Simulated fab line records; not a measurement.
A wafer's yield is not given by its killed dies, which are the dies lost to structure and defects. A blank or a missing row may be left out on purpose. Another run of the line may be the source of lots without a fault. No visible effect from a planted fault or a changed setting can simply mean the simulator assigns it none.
Shared-tool check | flow berkeley_cmos170 | 42 wafers sampled across 14 lots

== REASON FOR OPENING ==
Of 14 lots, 3 have the reading PWELL_NITRIDE_THK flagged at UCB170_PWELL_THK_MEAS_06. No-fault wafers: 219.7 nm, standard deviation 1.9.
Rule: a lot gets a flag if all its wafers with a number sit over 4 standard deviations from that mean, or if no wafer of it has a number. As for the other lots, they are considered sound.

lot  | measured    | on            | PWELL_NITRIDE_THK (nm), wafer by wafer | flag
L678 | day 3 05:25 | film_metro-02 | 220.2 219.4 221.2                      |
L679 | day 3 12:37 | film_metro-02 | 220.0 218.0 220.0                      |
L681 | day 3 20:07 | film_metro-01 | 218.7 219.0 217.9                      |
L680 | day 3 20:08 | film_metro-03 | 221.7 221.3 221.6                      |
L682 | day 4 08:20 | film_metro-03 | 218.6 217.2 219.5                      |
L683 | day 4 12:25 | film_metro-03 | 219.7 219.2 217.8                      |
L684 | day 4 12:25 | film_metro-02 | 220.8 221.7 221.8                      |
L686 | day 4 18:11 | film_metro-02 | 323.1 322.7 321.5                      | FLAGGED
L685 | day 4 18:13 | film_metro-03 | 323.0 321.8 321.1                      | FLAGGED
L687 | day 4 22:34 | film_metro-03 | 320.1 318.9 321.3                      | FLAGGED
L688 | day 5 04:50 | film_metro-02 | 217.2 216.8 218.3                      |
L695 | day 6 22:59 | film_metro-01 | 217.3 216.5 217.2                      |
L696 | day 6 23:00 | film_metro-03 | 221.5 219.2 220.4                      |
L701 | day 8 19:47 | film_metro-01 | 219.6 221.3 221.2                      |
The mean of the flagged lots' numbers is 321.5 nm, +101.8 nm from the usual (+54 standard deviations).

== WHICH TOOL RAN EACH LOT ==
The record holds 1 process step before the reading, out of a route of 331 steps. Read each cell as the tool, then ch plus the chambers that the sampled wafers visited, then the start.
lot  | flag    | UCB170_PWELL_CVD_05
L678 |         | lpcvd-01 ch 1, day 3 03:30
L679 |         | lpcvd-01 ch 1, day 3 10:41
L681 |         | lpcvd-02 ch 1, day 3 18:11
L680 |         | lpcvd-02 ch 1, day 3 18:11
L682 |         | lpcvd-02 ch 0, day 4 06:25
L683 |         | lpcvd-01 ch 0, day 4 10:30
L684 |         | lpcvd-01 ch 1, day 4 10:30
L686 | FLAGGED | lpcvd-01 ch 0, day 4 16:16
L685 | FLAGGED | lpcvd-01 ch 0, day 4 16:16
L687 | FLAGGED | lpcvd-01 ch 0, day 4 20:39
L688 |         | lpcvd-02 ch 1, day 5 02:55
L695 |         | lpcvd-02 ch 0, day 6 21:04
L696 |         | lpcvd-02 ch 1, day 6 21:04
L701 |         | lpcvd-01 ch 1, day 8 16:50
What is done by these steps:
- UCB170_PWELL_CVD_05: deposits Si3N4 from SiH2Cl2/NH3, target thk 220 nm, time 3300 s.
- UCB170_PWELL_THK_MEAS_06

== FLAGGED AGAINST TOTAL, ONE TOOL AT A TIME (gauges that did the reading follow at the end) ==
step                     | tool          | lots run | flagged | share of the flagged lots | sound lots run after its first flagged lot
UCB170_PWELL_CVD_05      | lpcvd-01      | 8        | 3       | all                       | 1 (L701)
UCB170_PWELL_CVD_05      | lpcvd-02      | 6        | 0       | none                      | -
UCB170_PWELL_THK_MEAS_06 | film_metro-01 | 3        | 0       | none                      | -
UCB170_PWELL_THK_MEAS_06 | film_metro-02 | 5        | 1       | some                      | 1 (L688)
UCB170_PWELL_THK_MEAS_06 | film_metro-03 | 6        | 2       | some                      | 1 (L696)

== WHAT THE TABLE PERMITS ==
1 row of the table ran every flagged lot: lpcvd-01 at UCB170_PWELL_CVD_05.
- lpcvd-01 at UCB170_PWELL_CVD_05: 3 of its 8 lots flagged. Lots that were sound ran on it after the first flagged one (L701); a persistent fault on the entire tool would not allow that.
None of the table's rows ran every flagged lot and, after the first, no sound lot.

== WHAT THE SIMULATOR HAD INSERTED ==
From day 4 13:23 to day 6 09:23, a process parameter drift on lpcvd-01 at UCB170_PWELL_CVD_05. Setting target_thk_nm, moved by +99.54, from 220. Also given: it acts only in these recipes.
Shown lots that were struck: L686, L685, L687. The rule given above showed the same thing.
